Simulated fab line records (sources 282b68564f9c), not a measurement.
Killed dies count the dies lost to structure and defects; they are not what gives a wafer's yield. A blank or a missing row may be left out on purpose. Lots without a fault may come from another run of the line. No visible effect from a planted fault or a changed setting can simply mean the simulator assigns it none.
Which tool was responsible? :: flow rit-cmos :: 7 lots, 21 wafers sampled, at 2 steps of a route of 202

WHAT THE GAUGES READ, wafer by wafer
RIT_PRETRO_TW_MEAS_10.
lot: L225
measured: day 2 22:40
on: film-metro-02
PRETRO_TW: 480 480 481

lot: L227
measured: day 3 08:43
on: film-metro-01
PRETRO_TW: 474 473 475

lot: L229
measured: day 3 20:30
on: film-metro-02
PRETRO_TW: 30 30 30

lot: L238
measured: day 5 22:06
on: film-metro-04
PRETRO_TW: 481 479 478

lot: L240
measured: day 6 07:17
on: film-metro-02
PRETRO_TW: 482 481 482

lot: L242
measured: day 6 16:02
on: film-metro-01
PRETRO_TW: 473 471 471

lot: L244
measured: day 7 01:43
on: film-metro-04
PRETRO_TW: 477 477 477

TOOL THAT RAN EACH LOT (tool first, then ch and the chambers of the sampled wafers, then the start)
lot: L225
RIT_NRETRO_STRIP_09: plasma-asher-03 ch 0,1, day 2 20:49

lot: L227
RIT_NRETRO_STRIP_09: plasma-asher-02 ch 0,1, day 3 06:52

lot: L229
RIT_NRETRO_STRIP_09: plasma-asher-02 ch 0,1, day 3 18:46

lot: L238
RIT_NRETRO_STRIP_09: plasma-asher-01 ch 0,1, day 5 20:22

lot: L240
RIT_NRETRO_STRIP_09: plasma-asher-01 ch 0,1, day 6 05:17

lot: L242
RIT_NRETRO_STRIP_09: plasma-asher-03 ch 0,1, day 6 14:19

lot: L244
RIT_NRETRO_STRIP_09: plasma-asher-02 ch 0,1, day 6 23:55
- RIT_NRETRO_STRIP_09: strips in O2, time 180 s.

THE ANSWER, worked out from the rows above alone
Rule: the lots themselves supply what counts as usual. Put in order of their means at a reading, lots are off if they are a third of the lots or fewer, leave a main group of 4 or more, and stand apart from it by a gap of 3 or more times the standard deviation of the main group's means; of several such gaps the widest counts. If all means in a main group match to the digits the tables above print for the reading, that group is not used. A lot without any number at a reading at which 4 lots or more have one is off too. All remaining lots with rows at the step are treated as sound.
Off: at RIT_PRETRO_TW_MEAS_10 (PRETRO_TW), L229. The main group has a mean of 477 with a standard deviation of 3.5.
A tool fits if, at a process step before that reading, it ran every lot that is off, and no sound lot after the first of them. Gauges at RIT_PRETRO_TW_MEAS_10: tried the same way as those tools. None of those tried fits.

WHAT THE SIMULATOR HAD INSERTED
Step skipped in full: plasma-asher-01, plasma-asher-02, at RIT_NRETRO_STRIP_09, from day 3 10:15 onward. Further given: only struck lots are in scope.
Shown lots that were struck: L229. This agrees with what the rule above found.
